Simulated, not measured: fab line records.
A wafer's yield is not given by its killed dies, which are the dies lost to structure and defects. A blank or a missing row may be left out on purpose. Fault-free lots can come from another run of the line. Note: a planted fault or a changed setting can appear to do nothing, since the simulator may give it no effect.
Which tool did it? -- flow berkeley_cmos170 -- 39 wafers from 13 lots sampled at 3 of the route's 331 steps

== WHAT THE GAUGES SHOWED, per wafer ==
UCB170_PLDD_TW_MEAS_11.
lot,measured,on,PLDD_TW
L315,day 6 18:11,film_metro-04,1012 1009 1015
L318,day 6 18:26,film_metro-01,1018 1015 1015
L314,day 6 18:44,film_metro-04,1014 1014 1021
L316,day 6 18:55,film_metro-01,1018 1020 1021
L317,day 6 19:03,film_metro-03,1003 1000 1001
L319,day 7 07:24,film_metro-01,1019 1015 1020
L321,day 8 05:25,film_metro-03,1002 1002 1004
L326,day 8 22:59,film_metro-04,978 980 977
L328,day 9 02:14,film_metro-03,1000 998 994
L329,day 9 07:59,film_metro-04,980 981 975
L333,day 10 00:41,film_metro-01,1017 1017 1020
L334,day 10 01:02,film_metro-03,997 996 996
L337,day 11 11:50,film_metro-04,1008 1010 1011

UCB170_SDANNEAL_RS_MEAS_04: measures by four-point-probe.
lot,measured,on,PLDD_RS (ohm/sq)
L315,day 7 05:24,film_metro-03,1035 1032 1036
L318,day 7 05:13,film_metro-04,1029 1029 1029
L314,day 7 05:14,film_metro-01,1034 1034 1033
L316,day 7 06:07,film_metro-04,1034 1036 1032
L317,day 7 05:43,film_metro-01,1035 1037 1037
L319,day 7 17:34,film_metro-01,1031 1032 1032
L321,day 8 23:03,film_metro-03,1032 1032 1032
L326,day 10 01:23,film_metro-04,1115 1118 1116
L328,day 9 14:13,film_metro-01,1035 1033 1033
L329,day 9 20:08,film_metro-01,1124 1121 1121
L333,day 10 13:46,film_metro-01,1035 1034 1034
L334,day 10 14:31,film_metro-03,1031 1028 1031
L337,day 12 01:34,film_metro-03,1033 1033 1032

== EACH LOT AND THE TOOL THAT RAN IT (in order: tool; ch and the chambers of the sampled wafers; start) ==
lot,UCB170_PLDD_IMPLANT_08
L315,"implanter-04 ch 0, day 6 17:47"
L318,"implanter-01 ch 0, day 6 18:02"
L314,"implanter-02 ch 0, day 6 18:20"
L316,"implanter-04 ch 0, day 6 18:31"
L317,"implanter-02 ch 0, day 6 18:40"
L319,"implanter-01 ch 0, day 7 07:01"
L321,"implanter-04 ch 0, day 8 05:01"
L326,"implanter-04 ch 0, day 8 22:35"
L328,"implanter-01 ch 0, day 9 01:52"
L329,"implanter-04 ch 0, day 9 07:36"
L333,"implanter-01 ch 0, day 10 00:18"
L334,"implanter-01 ch 0, day 10 00:40"
L337,"implanter-01 ch 0, day 11 11:28"
- UCB170_PLDD_IMPLANT_08

== WHAT THE TOOLS THEMSELVES READ (means of the sampled wafers that have a number; where no wafer has one, the mark that the record gives instead) ==
UCB170_PLDD_IMPLANT_08.
lot,tool,beam_on_s (s),faraday_current_uA
L315,implanter-04,9.97,159
L318,implanter-01,9.91,160
L314,implanter-02,10.22,155
L316,implanter-04,10.09,157
L317,implanter-02,10.31,154
L319,implanter-01,9.98,159
L321,implanter-04,10.09,157
L326,implanter-04,8.04,197
L328,implanter-01,9.83,162
L329,implanter-04,8.06,197
L333,implanter-01,9.85,160
L334,implanter-01,9.98,159
L337,implanter-01,9.85,161

== THE ANSWER, worked out from the rows above alone ==
Rule: what is usual is taken from the lots themselves. The widest of any qualifying gaps counts: lots, ordered by their means at a reading, are off when they make up no more than a third of the lots, leave a main group of 4 or more, and stand apart from it by 3 or more times the standard deviation of that group's means. A main group whose means are all the same, to the digits that the tables above print for the reading, isn't used. Also off: a lot with no number at a reading for which 4 or more lots have one. Any other lot the step has rows for is counted as sound. Order of review: gauges by route order, followed by the tools' own readings, for which a lot's mean as printed above is used. The first step at which some lot is off is used, and at that step the reading that is off furthest; a lot without a number counts as furthest.
Off: L326, L329, seen at UCB170_SDANNEAL_RS_MEAS_04 (PLDD_RS). For the main group the mean is 1033 ohm/sq and the standard deviation 2.
If a tool, at a process step before that reading, ran all the lots that are off and no sound lot after the first of them, it fits. Not tried: the gauges at UCB170_SDANNEAL_RS_MEAS_04; whatever is off there is also off at UCB170_PLDD_IMPLANT_08, on other tools, and gauge error can't account for it. One candidate fits, namely implanter-04 at UCB170_PLDD_IMPLANT_08. A fault onset in the window from L321 (day 8 05:01, its last sound lot) to L326 (day 8 22:35, its first lot off) fits.
The tool's own readings at UCB170_PLDD_IMPLANT_08 bear it out: on the lots that are off they differ by more than 5 times the standard deviation of the sound lots' means. beam_on_s reads 8.05 s there against 10.01 s on the sound lots; faraday_current_uA reads 197 there against 158 on the sound lots.

== WHAT WAS PUT IN BY THE SIMULATOR ==
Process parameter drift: implanter-04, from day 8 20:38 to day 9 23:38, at UCB170_PLDD_IMPLANT_08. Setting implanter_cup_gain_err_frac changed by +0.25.
Shown lots that were struck: L326, L329. The rule above reached the same finding.
